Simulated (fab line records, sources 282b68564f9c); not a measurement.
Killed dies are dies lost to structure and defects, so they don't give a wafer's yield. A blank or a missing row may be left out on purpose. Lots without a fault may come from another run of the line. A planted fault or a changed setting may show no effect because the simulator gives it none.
Split-lot experiment | flow rit_cmos | 5 lots, 23 wafers read, on a route of 202 steps

THE SPLIT
At RIT_NRETRO_COAT_01 (resist thk 1300 nm), the setting spin_rpm was moved away from the recipe's 2000 rpm on 7 of the 23 wafers read, by -4.5% to +5.7%. The other wafers ran this setting at the recipe's value.

FROM THE SPLIT TO THE READING: what the file shows between them, 3 steps
- RIT_NRETRO_SOFTBAKE_02: time 60 s
- RIT_NRETRO_EXPOSE_03: exposes mask M4, target cd 43900 nm
- RIT_NRETRO_DEVELOP_05: develop time 68 s

THE READING
NOVOLAK_of_NRETRO_COAT_01.thk_nm (the simulator's own value, which no gauge read), in nm, at RIT_NRETRO_HARDBAKE_07 (time 120 s). The file gives no usual value for it. The 16 wafers here that ran the recipe average 1139 nm, standard deviation 3.9 nm.

wafer  | tool, chamber at the split | spin_rpm as run, rpm | against the recipe | NOVOLAK_of_NRETRO_COAT_01.thk_nm, nm | against lot-mates on the recipe
L075.1 | litho_track-01, 0          | 2000                 | recipe             | 1142                                 | -
L075.2 | litho_track-01, 0          | 2000                 | recipe             | 1140                                 | -
L075.4 | litho_track-01, 0          | 2000                 | recipe             | 1143                                 | -
L077.1 | litho_track-01, 0          | 2000                 | recipe             | 1139                                 | -
L077.5 | litho_track-01, 0          | 2000                 | recipe             | 1139                                 | -
L077.3 | litho_track-01, 0          | 2000                 | recipe             | 1142                                 | -
L077.4 | litho_track-01, 0          | 2114                 | +5.7%              | 1105                                 | -35
L077.6 | litho_track-01, 0          | 2114                 | +5.7%              | 1112                                 | -28
L079.1 | litho_track-01, 0          | 2075                 | +3.8%              | 1121                                 | -21
L079.2 | litho_track-01, 0          | 2075                 | +3.8%              | 1125                                 | -17
L079.3 | litho_track-01, 0          | 2075                 | +3.8%              | 1122                                 | -20
L079.4 | litho_track-01, 0          | 2000                 | recipe             | 1143                                 | -
L079.6 | litho_track-01, 0          | 2000                 | recipe             | 1141                                 | -
L082.1 | litho_track-03, 0          | 2000                 | recipe             | 1137                                 | -
L082.2 | litho_track-03, 0          | 2000                 | recipe             | 1133                                 | -
L082.4 | litho_track-03, 0          | 2000                 | recipe             | 1133                                 | -
L082.5 | litho_track-03, 0          | 2000                 | recipe             | 1133                                 | -
L082.6 | litho_track-03, 0          | 2000                 | recipe             | 1131                                 | -
L084.1 | litho_track-01, 0          | 1910                 | -4.5%              | 1167                                 | +26
L084.2 | litho_track-01, 0          | 1910                 | -4.5%              | 1167                                 | +26
L084.3 | litho_track-01, 0          | 2000                 | recipe             | 1143                                 | -
L084.5 | litho_track-01, 0          | 2000                 | recipe             | 1141                                 | -
L084.6 | litho_track-01, 0          | 2000                 | recipe             | 1139                                 | -

THE FIT
A straight line over all 23 wafers: NOVOLAK_of_NRETRO_COAT_01.thk_nm changes by -5.36 nm for each +1% of spin_rpm; r = -0.96; the points scatter about the line by 4.1 nm.
The same after taking each lot's own level away (the mean of its wafers on the recipe; 23 wafers): -5.51 nm for each +1%; r = -0.99; scatter 1.9 nm.
On that fit, the largest move of spin_rpm shifts the reading by 31 nm.
The lots' own levels span 1133.4 to 1142.0 nm, that is 2.2 times the standard deviation above.
So the lot-to-lot level changes the slope little: the two slopes agree.
Check: with one of the wafers moved furthest among these (+5.7%) left out of the fit, the line predicts -30 nm for it against its lot-mates. It came out at -35 nm against them.

OTHER SPLITS ON THESE WAFERS
These wafers also went through other splits before the reading. Each is held against what the fit with the lots' levels taken away leaves over:
other split on the same wafers       | wafers away from the commonest value | r with NOVOLAK_of_NRETRO_COAT_01.thk_nm (lot level and that fit taken away)
RIT_ACTIVE_CVD_03 sih2cl2_flow_sccm  | 15                                   | -0.15
RIT_ACTIVE_DEVELOP_10 develop_time_s | 7                                    | +0.11
RIT_ACTIVE_STRIP_14 pressure_mtorr   | 15                                   | -0.17
RIT_FOX2_OXIDATION_00 ox_time_s      | 10                                   | -0.02
RIT_NWELL_IMPLANT_08 energy_kev      | 6                                    | -0.11

THE WHOLE CHAIN: every reading that the file lists as answering this split, in the file's order
step                   | what it does       | reading                                                                           | change (the file's fit)              | r (the file's)
RIT_NRETRO_COAT_01     | resist thk 1300 nm | NOVOLAK_of_NRETRO_COAT_01.thk_nm (the simulator's own value, which no gauge read) | -6.49 nm for each +1% of the setting | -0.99
RIT_NRETRO_HARDBAKE_07 | time 120 s         | NOVOLAK_of_NRETRO_COAT_01.thk_nm (the simulator's own value, which no gauge read) | -5.59 nm for each +1% of the setting | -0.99

THE FILE'S OWN FIT
NOVOLAK_of_NRETRO_COAT_01.thk_nm changes by -5.59 nm for each +1% of spin_rpm, r = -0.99.
